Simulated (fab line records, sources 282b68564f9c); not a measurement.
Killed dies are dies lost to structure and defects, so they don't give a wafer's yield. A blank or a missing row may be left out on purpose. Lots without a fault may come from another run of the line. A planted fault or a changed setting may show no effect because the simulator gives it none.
Split-lot experiment | flow rit_cmos | 5 lots, 23 wafers read, on a route of 202 steps

THE SPLIT
At RIT_NRETRO_SOFTBAKE_02 (time 60 s), the setting temp_c was moved away from the recipe's 90 C on 6 of the 23 wafers read, by -3.1% to -2.3%. The other wafers ran this setting at the recipe's value.

FROM THE SPLIT TO THE READING: what the file shows between them, 2 steps
- RIT_NRETRO_EXPOSE_03: exposes mask M4, target cd 43900 nm
- RIT_NRETRO_PEB_04

THE READING
NOVOLAK_of_NRETRO_COAT_01.thk_nm (the simulator's own value, which no gauge read), in nm, at RIT_NRETRO_DEVELOP_05 (develop time 68 s). The file gives no usual value for it. The 17 wafers here that ran the recipe average 1299 nm, standard deviation 2.3 nm.

wafer  | tool, chamber at the split | temp_c as run, C | against the recipe | NOVOLAK_of_NRETRO_COAT_01.thk_nm, nm | against lot-mates on the recipe
L075.1 | litho_track-02, 0          | 90               | recipe             | 1303                                 | -
L075.4 | litho_track-02, 0          | 90               | recipe             | 1304                                 | -
L075.6 | litho_track-02, 0          | 90               | recipe             | 1300                                 | -
L080.1 | litho_track-03, 0          | 87.29            | -3.0%              | 1301                                 | +3
L080.2 | litho_track-03, 0          | 90               | recipe             | 1297                                 | -
L080.3 | litho_track-03, 0          | 90               | recipe             | 1296                                 | -
L080.4 | litho_track-03, 0          | 90               | recipe             | 1300                                 | -
L080.5 | litho_track-03, 0          | 87.29            | -3.0%              | 1305                                 | +7
L083.1 | litho_track-03, 0          | 90               | recipe             | 1299                                 | -
L083.2 | litho_track-03, 0          | 90               | recipe             | 1300                                 | -
L083.4 | litho_track-03, 0          | 90               | recipe             | 1300                                 | -
L083.3 | litho_track-03, 0          | 90               | recipe             | 1297                                 | -
L083.5 | litho_track-03, 0          | 90               | recipe             | 1296                                 | -
L084.1 | litho_track-02, 0          | 90               | recipe             | 1296                                 | -
L084.3 | litho_track-02, 0          | 90               | recipe             | 1296                                 | -
L084.2 | litho_track-02, 0          | 90               | recipe             | 1298                                 | -
L084.4 | litho_track-02, 0          | 87.17            | -3.1%              | 1309                                 | +12
L084.5 | litho_track-02, 0          | 87.17            | -3.1%              | 1309                                 | +12
L085.1 | litho_track-01, 0          | 90               | recipe             | 1297                                 | -
L085.2 | litho_track-01, 0          | 87.92            | -2.3%              | 1302                                 | +4
L085.3 | litho_track-01, 0          | 87.92            | -2.3%              | 1304                                 | +6
L085.4 | litho_track-01, 0          | 90               | recipe             | 1300                                 | -
L085.6 | litho_track-01, 0          | 90               | recipe             | 1298                                 | -

THE FIT
A straight line over all 23 wafers: NOVOLAK_of_NRETRO_COAT_01.thk_nm changes by -2.31 nm for each +1% of temp_c; r = -0.76; the points scatter about the line by 2.6 nm.
The same after taking each lot's own level away (the mean of its wafers on the recipe; 23 wafers): -2.72 nm for each +1%; r = -0.86; scatter 2.2 nm.
On that fit, the largest move of temp_c shifts the reading by 8.6 nm.
The lots' own levels span 1296.7 to 1302.3 nm, that is 2.4 times the standard deviation above.
So the lot-to-lot level blurs the effect unless lot-mates are compared.
Check: with one of the wafers moved furthest among these (-3.1%) left out of the fit, the line predicts +7.52 nm for it against its lot-mates. It came out at +12.3 nm against them.

OTHER SPLITS ON THESE WAFERS
These wafers also went through other splits before the reading. Each is held against what the fit with the lots' levels taken away leaves over:
other split on the same wafers      | wafers away from the commonest value | r with NOVOLAK_of_NRETRO_COAT_01.thk_nm (lot level and that fit taken away)
RIT_ACTIVE_CVD_03 temp_c            | 18                                   | -0.16
RIT_ACTIVE_EXPOSE_08 dose_mj        | 5                                    | -0.17
RIT_FOX1_OXIDATION_00 ox_time_s     | 15                                   | -0.15
RIT_NWELL_COAT_01 spin_rpm          | 8                                    | +0.36
RIT_NWELL_DEVELOP_05 develop_time_s | 7                                    | -0.07

THE FILE'S OWN FIT
NOVOLAK_of_NRETRO_COAT_01.thk_nm changes by -2.78 nm for each +1% of temp_c, r = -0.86.
